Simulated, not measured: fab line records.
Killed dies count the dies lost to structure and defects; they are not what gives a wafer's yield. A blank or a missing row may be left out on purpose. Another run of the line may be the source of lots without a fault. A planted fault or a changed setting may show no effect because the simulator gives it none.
fab line records + flow rit_cmos
record:
- lots: 7
- wafers: 21
- last_day: 7
route steps=202 shown PWELL@49 WELLDRIVE@50 NWELL@51 NRETRO@53 PRETRO@64 M1@202
lots that met no fault: from a run of the same line without faults
start_h: the number of hours between the record's first day and the start of the first shown wafer of the lot + wait_h: time in hours since the lot's previous step + " the same as in the row above + L1.1+2: a single row standing in for several wafers + - no value present, or no start provided + * or withheld: withheld + < > ~ a bound
route shown NAME@n: a module of which the file shows steps, and the number in the route of the first + usual: average and standard deviation across the fault-free wafers + same: alike in all rows + chamber/n: place in a boat + sites: each site's reading + _std_site: standard deviation across them + _edge_site: outer sites' mean less inner sites' + radius_mm: for every site, how far away it sits from the centre of the wafer + mask NAME#n: copy n + behind: tool/chamber where the wafer was last shaped + hold: why the lot went on hold/how many hours it stayed there/how the hold came to an end + device: names the non-switching transistor (n, p or np) + end of line: the tests these same wafers got at the end of their route + step lacking rows: just its recipe + killed: count of dies lost to structure and defects at first sort (not the wafer's yield) + map: the dies of a wafer, with x for killed, . for not killed, _ for no die there
set.NAME: the run value of the setting; set.NAME@STEP: its run value at that earlier step + model.NAME: the simulator's own value behind a step, which no gauge read
lots seen at some steps along the route; tables by step, rows by wafer
services: a tool's chamber out of use, with start hour (start_h, from the record's first day; less than 0 if before it), hours out, and reason
== steps ==
step: RIT_PWELL_TW_MEAS_10
usual:
- PWELL_TW: 947/4.6
| lot.wafer | tool          | chamber | start_h | wait_h | PWELL_TW |
|-----------|---------------|---------|---------|--------|----------|
| L946.2    | film_metro-01 | -       | 33.87   | 0.1    | 946      |
| L946.3    | "             | -       | "       | "      | 944      |
| L946.5    | "             | -       | "       | "      | 940      |
| L948.1    | film_metro-01 | -       | 44.02   | 0.1    | 947      |
| L948.5    | "             | -       | "       | "      | 952      |
| L948.6    | "             | -       | "       | "      | 947      |
| L949.2    | film_metro-01 | -       | 47.66   | 0.1    | 942      |
| L949.5    | "             | -       | "       | "      | 945      |
| L949.6    | "             | -       | "       | "      | 944      |
| L950.4    | film_metro-01 | -       | 53.18   | 0.1    | 941      |
| L950.5    | "             | -       | "       | "      | 943      |
| L950.6    | "             | -       | "       | "      | 948      |
| L956.1    | film_metro-04 | -       | 82.51   | 0.1    | 948      |
| L956.3    | "             | -       | "       | "      | 947      |
| L956.6    | "             | -       | "       | "      | 948      |
| L962.2    | film_metro-04 | -       | 113.34  | 0.1    | 950      |
| L962.5    | "             | -       | "       | "      | 952      |
| L962.6    | "             | -       | "       | "      | 960      |
| L967.1    | film_metro-01 | -       | 137.36  | 0.1    | 939      |
| L967.5    | "             | -       | "       | "      | 950      |
| L967.6    | "             | -       | "       | "      | 952      |
step: RIT_WELLDRIVE_ANNEAL_00
recipe:
- temp_c: 1100
- time_s: 14700
- ambient: N2
step: RIT_WELLDRIVE_RS_MEAS_01
recipe:
- thk_meas_gauge: four-point-probe
usual:
- NWELL_RS: 275.8/0.85
| lot.wafer | tool          | chamber | start_h | wait_h | NWELL_RS[ohm/sq] |
|-----------|---------------|---------|---------|--------|------------------|
| L946.2    | film_metro-01 | -       | 39.02   | 0.0    | 275.5            |
| L946.3    | "             | -       | "       | "      | 274.2            |
| L946.5    | "             | -       | "       | "      | 274.8            |
| L948.1    | film_metro-03 | -       | 49.17   | 0.0    | 275.9            |
| L948.5    | "             | -       | "       | "      | 275.4            |
| L948.6    | "             | -       | "       | "      | 275.0            |
| L949.2    | film_metro-04 | -       | 53.58   | 0.0    | 275.3            |
| L949.5    | "             | -       | "       | "      | 276.5            |
| L949.6    | "             | -       | "       | "      | 276.0            |
| L950.4    | film_metro-01 | -       | 58.35   | 0.1    | 277.3            |
| L950.5    | "             | -       | "       | "      | 276.6            |
| L950.6    | "             | -       | "       | "      | 277.1            |
| L956.1    | film_metro-01 | -       | 87.70   | 0.0    | 276.3            |
| L956.3    | "             | -       | "       | "      | 275.7            |
| L956.6    | "             | -       | "       | "      | 276.6            |
| L962.2    | film_metro-04 | -       | 118.49  | 0.0    | 274.2            |
| L962.5    | "             | -       | "       | "      | 274.4            |
| L962.6    | "             | -       | "       | "      | 275.0            |
| L967.1    | film_metro-01 | -       | 142.51  | 0.0    | 277.3            |
| L967.5    | "             | -       | "       | "      | 276.2            |
| L967.6    | "             | -       | "       | "      | 276.5            |
step: RIT_WELLDRIVE_RS_MEAS_02
recipe:
- thk_meas_gauge: four-point-probe
usual:
- PWELL_RS: 429.0/1.3
| lot.wafer | tool          | chamber | start_h | wait_h | PWELL_RS[ohm/sq] |
|-----------|---------------|---------|---------|--------|------------------|
| L946.2    | film_metro-01 | -       | 39.14   | 0.1    | 431.6            |
| L946.3    | "             | -       | "       | "      | 432.1            |
| L946.5    | "             | -       | "       | "      | 432.2            |
| L948.1    | film_metro-03 | -       | 49.29   | 0.1    | 428.5            |
| L948.5    | "             | -       | "       | "      | 428.9            |
| L948.6    | "             | -       | "       | "      | 429.0            |
| L949.2    | film_metro-04 | -       | 53.70   | 0.1    | 428.7            |
| L949.5    | "             | -       | "       | "      | 429.3            |
| L949.6    | "             | -       | "       | "      | 427.1            |
| L950.4    | film_metro-01 | -       | 58.47   | 0.1    | 429.0            |
| L950.5    | "             | -       | "       | "      | 428.6            |
| L950.6    | "             | -       | "       | "      | 429.5            |
| L956.1    | film_metro-01 | -       | 87.82   | 0.1    | 428.1            |
| L956.3    | "             | -       | "       | "      | 428.4            |
| L956.6    | "             | -       | "       | "      | 428.3            |
| L962.2    | film_metro-04 | -       | 118.61  | 0.1    | 429.9            |
| L962.5    | "             | -       | "       | "      | 429.7            |
| L962.6    | "             | -       | "       | "      | 428.6            |
| L967.1    | film_metro-01 | -       | 142.63  | 0.1    | 427.3            |
| L967.5    | "             | -       | "       | "      | 428.5            |
| L967.6    | "             | -       | "       | "      | 429.1            |
step: RIT_NRETRO_HMDS_00
recipe:
- prime_time_s: 60
- prime_temp_c: 140
step: RIT_NRETRO_COAT_01
recipe:
- resist: NOVOLAK
- spin_rpm: 2000
- resist_thk_nm: 1300
step: RIT_NRETRO_SOFTBAKE_02
recipe:
- resist: NOVOLAK
- temp_c: 90
- time_s: 60
step: RIT_NRETRO_EXPOSE_03
recipe:
- mask_id: M4
- na: 0.57
- target_cd_nm: 43900
- dose_mj: 250
step: RIT_NRETRO_PEB_04
recipe:
- resist: NOVOLAK
- temp_c: withheld
- time_s: withheld
step: RIT_NRETRO_DEVELOP_05
recipe:
- resist: NOVOLAK
- develop_time_s: 68
- dev_temp_c: 23
step: RIT_NRETRO_OVL_MEAS_06
usual:
- NRETRO_OVL: 0.2/1.5
| lot.wafer | tool       | chamber | start_h | wait_h | NRETRO_OVL[nm] |
|-----------|------------|---------|---------|--------|----------------|
| L946.2    | overlay-02 | -       | 40.13   | -      | -2.0           |
| L946.3    | "          | -       | "       | "      | 0.8            |
| L946.5    | "          | -       | "       | "      | 2.3            |
| L948.1    | overlay-02 | -       | 50.29   | -      | 0.4            |
| L948.5    | "          | -       | "       | "      | -0.4           |
| L948.6    | "          | -       | "       | "      | 0.1            |
| L949.2    | overlay-02 | -       | 54.69   | -      | 1.2            |
| L949.5    | "          | -       | "       | "      | 2.4            |
| L949.6    | "          | -       | "       | "      | 2.4            |
| L950.4    | overlay-02 | -       | 59.63   | -      | 3.1            |
| L950.5    | "          | -       | "       | "      | 1.7            |
| L950.6    | "          | -       | "       | "      | 1.1            |
| L956.1    | overlay-01 | -       | 88.82   | -      | -1.1           |
| L956.3    | "          | -       | "       | "      | -2.5           |
| L956.6    | "          | -       | "       | "      | -1.4           |
| L962.2    | overlay-01 | -       | 119.66  | -      | 1.7            |
| L962.5    | "          | -       | "       | "      | 0.6            |
| L962.6    | "          | -       | "       | "      | 2.6            |
| L967.1    | overlay-02 | -       | 143.75  | -      | 0.8            |
| L967.5    | "          | -       | "       | "      | 2.5            |
| L967.6    | "          | -       | "       | "      | 1.3            |
step: RIT_NRETRO_HARDBAKE_07
recipe:
- resist: NOVOLAK
- temp_c: 140
- time_s: 120
step: RIT_NRETRO_IMPLANT_08
recipe:
- species: P
- energy_kev: 70
- dose_cm2: 1e+13
- tilt_deg: 7.164
usual:
- dose_ions_cm2: 1.0001e+13/1.1e+10
- faraday_current_uA: 31.8/0.67
| lot.wafer | tool         | chamber | start_h | wait_h | dose_ions_cm2 | faraday_current_uA |
|-----------|--------------|---------|---------|--------|---------------|--------------------|
| L946.2    | implanter-03 | 0       | 40.43   | 0.2    | 9.988e+12     | 31.3               |
| L946.3    | "            | 0       | "       | "      | 9.993e+12     | 32.2               |
| L946.5    | "            | 0       | "       | "      | 9.994e+12     | 32.6               |
| L948.1    | implanter-02 | 0       | 50.57   | 0.2    | 1.1528e+13    | 37.2               |
| L948.5    | "            | 0       | "       | "      | 1.151e+13     | 36.1               |
| L948.6    | "            | 0       | "       | "      | 1.1521e+13    | 36.4               |
| L949.2    | implanter-02 | 0       | 54.99   | 0.2    | 1.1543e+13    | 38.1               |
| L949.5    | "            | 0       | "       | "      | 1.1549e+13    | 36.0               |
| L949.6    | "            | 0       | "       | "      | 1.1556e+13    | 36.4               |
| L950.4    | implanter-02 | 0       | 59.97   | 0.2    | 1.1552e+13    | 37.3               |
| L950.5    | "            | 0       | "       | "      | 1.1528e+13    | 36.7               |
| L950.6    | "            | 0       | "       | "      | 1.1537e+13    | 36.9               |
| L956.1    | implanter-03 | 0       | 89.11   | 0.2    | 1.0008e+13    | 31.2               |
| L956.3    | "            | 0       | "       | "      | 9.993e+12     | 31.5               |
| L956.6    | "            | 0       | "       | "      | 9.999e+12     | 32.2               |
| L962.2    | implanter-01 | 0       | 119.96  | 0.2    | 9.993e+12     | 31.1               |
| L962.5    | "            | 0       | "       | "      | 1.0001e+13    | 31.4               |
| L962.6    | "            | 0       | "       | "      | 1.0002e+13    | 30.9               |
| L967.1    | implanter-02 | 0       | 144.04  | 0.2    | 9.989e+12     | 31.3               |
| L967.5    | "            | 0       | "       | "      | 1.0009e+13    | 32.4               |
| L967.6    | "            | 0       | "       | "      | 9.991e+12     | 31.7               |
step: RIT_NRETRO_STRIP_09
recipe:
- chemistry: O2
- time_s: 180
- resist: NOVOLAK
- platen_temp_c: withheld
- power_w: 500
- pressure_mtorr: 4000
- o2_flow_sccm: 4000
usual:
- drypump_motor_current_A: 5.5/0.31
| lot.wafer | tool            | chamber | start_h | wait_h | drypump_motor_current_A | rf_hours_counter_h |
|-----------|-----------------|---------|---------|--------|-------------------------|--------------------|
| L946.2    | plasma_asher-03 | 1       | 40.56   | 0.1    | 6.1                     | 42                 |
| L946.3    | "               | 1       | "       | "      | 6.1                     | -                  |
| L946.5    | "               | 0       | "       | "      | 5.2                     | -                  |
| L948.1    | plasma_asher-01 | 1       | 50.72   | 0.1    | 5.6                     | 43                 |
| L948.5    | "               | 0       | "       | "      | 5.6                     | -                  |
| L948.6    | "               | 1       | "       | "      | 5.6                     | -                  |
| L949.2    | plasma_asher-04 | 0       | 55.12   | 0.1    | 5.2                     | 29                 |
| L949.5    | "               | 1       | "       | "      | 5.6                     | -                  |
| L949.6    | "               | 0       | "       | "      | 5.2                     | -                  |
| L950.4    | plasma_asher-04 | 0       | 60.10   | 0.1    | 5.2                     | -                  |
| L950.5    | "               | 0       | "       | "      | 5.2                     | -                  |
| L950.6    | "               | 1       | "       | "      | 5.6                     | -                  |
| L956.1    | plasma_asher-04 | 0       | 89.26   | 0.1    | 5.2                     | 33                 |
| L956.3    | "               | 1       | "       | "      | 5.6                     | -                  |
| L956.6    | "               | 1       | "       | "      | 5.6                     | -                  |
| L962.2    | plasma_asher-01 | 0       | 120.09  | 0.1    | 5.6                     | 48                 |
| L962.5    | "               | 0       | "       | "      | 5.6                     | -                  |
| L962.6    | "               | 1       | "       | "      | 5.6                     | -                  |
| L967.1    | plasma_asher-04 | 1       | 144.19  | 0.1    | 5.6                     | 40                 |
| L967.5    | "               | 1       | "       | "      | 5.6                     | -                  |
| L967.6    | "               | 0       | "       | "      | 5.2                     | -                  |
step: RIT_NRETRO_TW_MEAS_10
usual:
- NRETRO_TW: 1048/5
| lot.wafer | tool          | chamber | start_h | wait_h | NRETRO_TW |
|-----------|---------------|---------|---------|--------|-----------|
| L946.2    | film_metro-03 | -       | 40.74   | 0.1    | 1043      |
| L946.3    | "             | -       | "       | "      | 1044      |
| L946.5    | "             | -       | "       | "      | 1050      |
| L948.1    | film_metro-03 | -       | 50.90   | 0.1    | 1088      |
| L948.5    | "             | -       | "       | "      | 1092      |
| L948.6    | "             | -       | "       | "      | 1091      |
| L949.2    | film_metro-03 | -       | 55.30   | 0.1    | 1094      |
| L949.5    | "             | -       | "       | "      | 1099      |
| L949.6    | "             | -       | "       | "      | 1097      |
| L950.4    | film_metro-04 | -       | 60.25   | 0.1    | 1103      |
| L950.5    | "             | -       | "       | "      | 1097      |
| L950.6    | "             | -       | "       | "      | 1108      |
| L956.1    | film_metro-04 | -       | 89.43   | 0.1    | 1049      |
| L956.3    | "             | -       | "       | "      | 1051      |
| L956.6    | "             | -       | "       | "      | 1048      |
| L962.2    | film_metro-04 | -       | 120.27  | 0.1    | 1049      |
| L962.5    | "             | -       | "       | "      | 1042      |
| L962.6    | "             | -       | "       | "      | 1043      |
| L967.1    | film_metro-02 | -       | 144.37  | 0.1    | 1059      |
| L967.5    | "             | -       | "       | "      | 1058      |
| L967.6    | "             | -       | "       | "      | 1056      |
step: RIT_PRETRO_HMDS_00
recipe:
- prime_time_s: 60
- prime_temp_c: 140
step: RIT_M1_PROBE_99
usual:
- killed_at_M0_to_M3: 0.0/0.14
- killed_at_contacts: 0.1/0.27
- killed_at_front_end: 7.2/2.9
- killed_dies: 7.3/2.9
- killed_on_rim: 1.9/1.2
- killed_open: 3.6/1.9
- killed_short: 3.8/1.9
same:
- gross_dies: 264
- killed_at_M4_up: 0
- killed_at_back_side: 0
- killed_at_other: 0
| lot.wafer | tool      | chamber | start_h | wait_h | killed_at_M0_to_M3 | killed_at_contacts | killed_at_front_end | killed_dies | killed_on_rim | killed_open | killed_short | model.etest.pmos_narrow.drive_ua_um | model.etest.pmos_0p3.drive_ua_um | model.etest.well_edge_right.line_ohm_um | model.etest.well_edge_left.line_ohm_um | model.etest.pmos_0p15.off_log10_a_um | model.etest.retro_edge_pmos.off_log10_a_um | model.etest.pmos_narrow.off_log10_a_um | model.etest.cap_p_gate.c_min_ff_um2 |
|-----------|-----------|---------|---------|--------|--------------------|--------------------|---------------------|-------------|---------------|-------------|--------------|-------------------------------------|----------------------------------|-----------------------------------------|----------------------------------------|--------------------------------------|--------------------------------------------|----------------------------------------|-------------------------------------|
| L946.2    | prober-01 | -       | 68.81   | 0.1    | 0                  | 0                  | 6                   | 6           | 4             | 2           | 4            | 96.54                               | 95.43                            | 183.5                                   | 179.5                                  | -10.46                               | -10.45                                     | -12.74                                 | 2.308                               |
| L946.3    | prober-01 | -       | 68.86   | 0.2    | 0                  | 0                  | 3                   | 3           | 0             | 1           | 2            | 96.15                               | 96.06                            | 181.5                                   | 181.5                                  | -10.64                               | -10.54                                     | -12.96                                 | 2.316                               |
| L946.5    | prober-01 | -       | 68.96   | 0.2    | 0                  | 0                  | 8                   | 8           | 1             | 3           | 5            | 96.21                               | 95.54                            | 182.1                                   | 180.2                                  | -10.4                                | -10.39                                     | -13.09                                 | 2.309                               |
| L948.1    | prober-01 | -       | 78.19   | 0.1    | 0                  | 0                  | 7                   | 7           | 2             | 3           | 4            | 88.45                               | 87.35                            | 178.2                                   | 181.4                                  | -11.4                                | -11.32                                     | -13.16                                 | 2.359                               |
| L948.5    | prober-01 | -       | 78.39   | 0.2    | 0                  | 0                  | 7                   | 7           | 1             | 4           | 3            | 91.34                               | 90.06                            | 178.3                                   | 182.7                                  | -11.28                               | -11.25                                     | -13.13                                 | 2.369                               |
| L948.6    | prober-01 | -       | 78.44   | 0.2    | 0                  | 0                  | 17                  | 17          | 3             | 9           | 8            | 90.91                               | 89.55                            | 180.2                                   | 179.3                                  | -11.23                               | -11.04                                     | -13.07                                 | 2.346                               |
| L949.2    | prober-02 | -       | 85.43   | 0.1    | 0                  | 0                  | 7                   | 7           | 3             | 5           | 2            | 93.42                               | 92.25                            | 180.9                                   | 180.3                                  | -11.2                                | -10.99                                     | -13.01                                 | 2.344                               |
| L949.5    | prober-02 | -       | 85.58   | 0.2    | 0                  | 0                  | 7                   | 7           | 3             | 3           | 4            | 96.32                               | 94.95                            | 181.3                                   | 179.7                                  | -10.73                               | -10.61                                     | -13.01                                 | 2.37                                |
| L949.6    | prober-02 | -       | 85.63   | 0.2    | 1                  | 0                  | 3                   | 4           | 1             | 1           | 3            | 94.21                               | 91.9                             | 179.2                                   | 179.9                                  | -11.08                               | -10.94                                     | -12.98                                 | 2.349                               |
| L950.4    | prober-01 | -       | 88.38   | 0.2    | 0                  | 0                  | 10                  | 10          | 3             | 5           | 5            | 95.45                               | 94.14                            | 183.8                                   | 178.2                                  | -10.74                               | -10.58                                     | -13.01                                 | 2.351                               |
| L950.5    | prober-01 | -       | 88.43   | 0.2    | 0                  | 1                  | 8                   | 9           | 4             | 4           | 5            | 96.55                               | 95.1                             | 182.3                                   | 181.2                                  | -10.57                               | -10.41                                     | -12.98                                 | 2.391                               |
| L950.6    | prober-01 | -       | 88.48   | 0.2    | 0                  | 0                  | 3                   | 3           | 1             | 0           | 3            | 93.56                               | 91.83                            | 180.3                                   | 180.5                                  | -10.72                               | -10.66                                     | -12.97                                 | 2.355                               |
| L956.1    | prober-01 | -       | 116.04  | 0.1    | 0                  | 0                  | 5                   | 5           | 3             | 2           | 3            | 101.9                               | 101.3                            | 185.6                                   | 183.7                                  | -10.6                                | -10.49                                     | -12.91                                 | 2.322                               |
| L956.3    | prober-01 | -       | 116.14  | 0.2    | 0                  | 0                  | 5                   | 5           | 2             | 3           | 2            | 100.4                               | 99.46                            | 183.7                                   | 182.4                                  | -10.32                               | -10.18                                     | -12.91                                 | 2.319                               |
| L956.6    | prober-01 | -       | 116.29  | 0.2    | 0                  | 0                  | 13                  | 13          | 4             | 9           | 4            | 99.53                               | 97.41                            | 184.8                                   | 182.2                                  | -10.68                               | -10.69                                     | -12.8                                  | 2.334                               |
| L962.2    | prober-01 | -       | 147.27  | 0.1    | 0                  | 0                  | 2                   | 2           | 0             | 0           | 2            | 101.4                               | 101.5                            | 182.6                                   | 181.7                                  | -10.12                               | -10.11                                     | -12.84                                 | 2.342                               |
| L962.5    | prober-01 | -       | 147.42  | 0.2    | 0                  | 0                  | 7                   | 7           | 2             | 4           | 3            | 104                                 | 104.7                            | 181.3                                   | 180.8                                  | -10.05                               | -9.924                                     | -12.61                                 | 2.328                               |
| L962.6    | prober-01 | -       | 147.47  | 0.2    | 0                  | 0                  | 5                   | 5           | 1             | 1           | 4            | 101.4                               | 102.4                            | 185.6                                   | 181.9                                  | -10.16                               | -10.18                                     | -12.72                                 | 2.331                               |
| L967.1    | prober-02 | -       | 174.74  | 0.1    | 0                  | 0                  | 9                   | 9           | 1             | 6           | 3            | 112.3                               | 109                              | 184.5                                   | 182.7                                  | -10.31                               | -10.33                                     | -12.52                                 | 2.341                               |
| L967.5    | prober-02 | -       | 174.94  | 0.2    | 0                  | 0                  | 8                   | 8           | 3             | 2           | 6            | 111.1                               | 109.4                            | 182.1                                   | 183.2                                  | -10.17                               | -10.11                                     | -12.62                                 | 2.361                               |
| L967.6    | prober-02 | -       | 174.99  | 0.2    | 0                  | 0                  | 6                   | 6           | 1             | 2           | 4            | 107.3                               | 104.4                            | 183.2                                   | 181.6                                  | -10.46                               | -10.36                                     | -12.51                                 | 2.328                               |
killed by level:class
L946.2 FOX2:geometric_particle:short=2 FOX2:geometric_particle:open=2 GATE:geometric_particle:short=1 REOX:geometric_particle:short=1
L946.3 FOX2:geometric_particle:short=1 SPACER:geometric_particle:short=1 SPACER:geometric_particle:open=1
L946.5 GATE:geometric_particle:short=3 REOX:geometric_particle:open=3 REOX:geometric_particle:short=1 SPACER:geometric_particle:short=1
L948.1 GATE:geometric_particle:short=2 FOX1:geometric_particle:short=1 FOX2:geometric_particle:open=1 GATE:geometric_particle:open=1 REOX:geometric_particle:open=1 REOX:geometric_particle:short=1
L948.5 GATE:geometric_particle:open=3 FOX1:geometric_particle:short=1 GATE:geometric_particle:short=1 SILICIDE:geometric_particle:short=1 SILICIDE:geometric_particle:open=1
L948.6 GATE:geometric_particle:short=5 REOX:geometric_particle:open=4 GATE:geometric_particle:open=3 REOX:geometric_particle:short=3 SPACER:geometric_particle:open=1 SILICIDE:geometric_particle:open=1
L949.2 SPACER:geometric_particle:open=4 GATE:geometric_particle:open=1 REOX:geometric_particle:short=1 SILICIDE:geometric_particle:short=1
L949.5 SPACER:geometric_particle:short=2 FOX1:geometric_particle:short=1 FOX1:geometric_particle:open=1 GATE:geometric_particle:open=1 GATE:geometric_particle:short=1 SPACER:geometric_particle:open=1
L949.6 REOX:geometric_particle:open=1 REOX:geometric_particle:short=1 SILICIDE:geometric_particle:short=1 M1:geometric_particle:short=1
L950.4 GATE:geometric_particle:short=2 GATE:geometric_particle:open=2 REOX:geometric_particle:open=2 FOX1:geometric_particle:open=1 FOX1:geometric_particle:short=1 REOX:geometric_particle:short=1 SPACER:geometric_particle:short=1
L950.5 GATE:geometric_particle:short=4 REOX:geometric_particle:open=2 GATE:geometric_particle:open=1 SILICIDE:geometric_particle:open=1 CONTACT:geometric_particle:short=1
L950.6 FOX1:geometric_particle:short=1 FOX2:geometric_particle:short=1 SILICIDE:geometric_particle:short=1
L956.1 GATE:geometric_particle:short=2 FOX1:geometric_particle:short=1 REOX:geometric_particle:open=1 SILICIDE:geometric_particle:open=1
L956.3 GATE:geometric_particle:open=2 GATE:geometric_particle:short=2 REOX:geometric_particle:open=1
L956.6 REOX:geometric_particle:open=4 GATE:geometric_particle:open=3 SPACER:geometric_particle:short=2 FOX1:geometric_particle:short=1 FOX2:geometric_particle:open=1 SPACER:geometric_particle:open=1 SILICIDE:geometric_particle:short=1
L962.2 FOX2:geometric_particle:short=1 SILICIDE:geometric_particle:short=1
L962.5 GATE:geometric_particle:open=2 FOX1:geometric_particle:open=1 FOX1:geometric_particle:short=1 GATE:geometric_particle:short=1 REOX:geometric_particle:short=1 SPACER:geometric_particle:open=1
L962.6 FOX1:geometric_particle:short=1 REOX:geometric_particle:open=1 REOX:geometric_particle:short=1 SPACER:geometric_particle:short=1 SILICIDE:geometric_particle:short=1
L967.1 GATE:geometric_particle:open=3 REOX:geometric_particle:open=2 FOX1:geometric_particle:short=1 FOX2:geometric_particle:short=1 FOX2:geometric_particle:open=1 SPACER:geometric_particle:short=1
L967.5 GATE:geometric_particle:short=4 SPACER:geometric_particle:open=1 SPACER:geometric_particle:short=1 SILICIDE:geometric_particle:short=1 SILICIDE:geometric_particle:open=1
L967.6 SILICIDE:geometric_particle:short=2 ACTIVE:geometric_particle:open=1 FOX1:geometric_particle:short=1 GATE:geometric_particle:open=1 GATE:geometric_particle:short=1
== services ==
| tool            | chamber | start_h | hours | kind   |
|-----------------|---------|---------|-------|--------|
| implanter-03    | -       | 26.50   | 4.9   | repair |
| plasma_asher-01 | -       | 27.66   | 2.8   | pm     |
| plasma_asher-01 | -       | 31.34   | 1.6   | repair |
| implanter-01    | -       | 63.30   | 4.4   | pm     |
| implanter-01    | -       | 67.68   | 3.4   | pm     |
| plasma_asher-01 | -       | 83.32   | 14.6  | pm     |
== key ==
first_sign:
- step: RIT_NRETRO_IMPLANT_08
- reading: dose_ions_cm2
- direction: up
- sigmas: 99+
- usual: 1.0001e+13
- struck: 1.1536e+13
effect:
- step: RIT_NRETRO_IMPLANT_08
- reading: faraday_current_uA
- direction: up
- sigmas: 7.5
- usual: 31.8
- struck: 36.8
effect:
- step: RIT_NRETRO_TW_MEAS_10
- reading: NRETRO_TW
- direction: up
- sigmas: 9.6
- usual: 1048
- struck: 1097
model_effect:
- step: RIT_M1_PROBE_99
- value: etest.pmos_narrow.drive_ua_um
- without: 98.9
- struck: 93.36
met_at RIT_NRETRO_IMPLANT_08
struck_wafers L948.1,L948.5,L948.6,L949.2,L949.5,L949.6,L950.4,L950.5,L950.6
tester_left_out L948,L949,L950
fault:
- kind: process_parameter_drift
- tool: implanter-02
- chamber: -
- onset_h: 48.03
- steps: RIT_NRETRO_IMPLANT_08
- channel: dose_cm2
- offset: 1.534e+12
- shape: step
- end_h: 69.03
- acts_in: these_recipes_only
- stated: 1e+13
tester_left_out: of these lots the tester's yield and bins aren't shown, on N5 and GAA mostly nor the transistor test; their killed dies are dies lost to structure and defects alone, not to doping, threshold or leakage, so they don't give the yield
